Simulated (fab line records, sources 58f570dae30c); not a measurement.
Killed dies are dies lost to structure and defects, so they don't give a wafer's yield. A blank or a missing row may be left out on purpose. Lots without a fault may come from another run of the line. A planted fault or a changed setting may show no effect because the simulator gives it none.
Which tool did it? | flow berkeley_cmos170 | 7 lots, 21 wafers sampled, at 2 steps of a route of 331

WHAT THE GAUGES READ, wafer by wafer
UCB170_PLDD_TW_MEAS_11.
lot  | measured     | on            | PLDD_TW
L568 | day 6 05:01  | film_metro-03 | 1006 1008 1007
L571 | day 6 20:58  | film_metro-02 | 1027 1022 1024
L572 | day 7 10:07  | film_metro-02 | 1022 1021 1023
L574 | day 7 19:38  | film_metro-03 | 1009 1010 1007
L578 | day 8 17:23  | film_metro-03 | 1008 1005 1006
L583 | day 9 15:05  | film_metro-01 | 1005 998 1001
L588 | day 10 21:43 | film_metro-02 | 1020 1015 1023

WHICH TOOL RAN EACH LOT (tool, then ch and the chambers of the sampled wafers, then the start)
lot  | UCB170_PLDD_IMPLANT_08
L568 | implanter-04 ch 0, day 6 04:37
L571 | implanter-01 ch 0, day 6 20:35
L572 | implanter-04 ch 0, day 7 09:45
L574 | implanter-04 ch 0, day 7 19:16
L578 | implanter-04 ch 0, day 8 17:01
L583 | implanter-04 ch 0, day 9 14:42
L588 | implanter-04 ch 0, day 10 21:20
- UCB170_PLDD_IMPLANT_08

THE ANSWER, worked out from the rows above alone
Rule: what is usual is taken from the lots themselves. Put in order of their means at a reading, lots are off if they are a third of the lots or fewer, leave a main group of 4 or more, and stand apart from it by a gap of 3 or more times the standard deviation of the main group's means; of several such gaps the widest counts. A main group whose means are all the same, to the digits that the tables above print for the reading, isn't used. A lot without any number at a reading at which 4 lots or more have one is off too. The other lots that the step has rows for count as sound.
No lot is off at any reading shown: from this, nothing can be told.

WHAT THE SIMULATOR HAD PUT IN
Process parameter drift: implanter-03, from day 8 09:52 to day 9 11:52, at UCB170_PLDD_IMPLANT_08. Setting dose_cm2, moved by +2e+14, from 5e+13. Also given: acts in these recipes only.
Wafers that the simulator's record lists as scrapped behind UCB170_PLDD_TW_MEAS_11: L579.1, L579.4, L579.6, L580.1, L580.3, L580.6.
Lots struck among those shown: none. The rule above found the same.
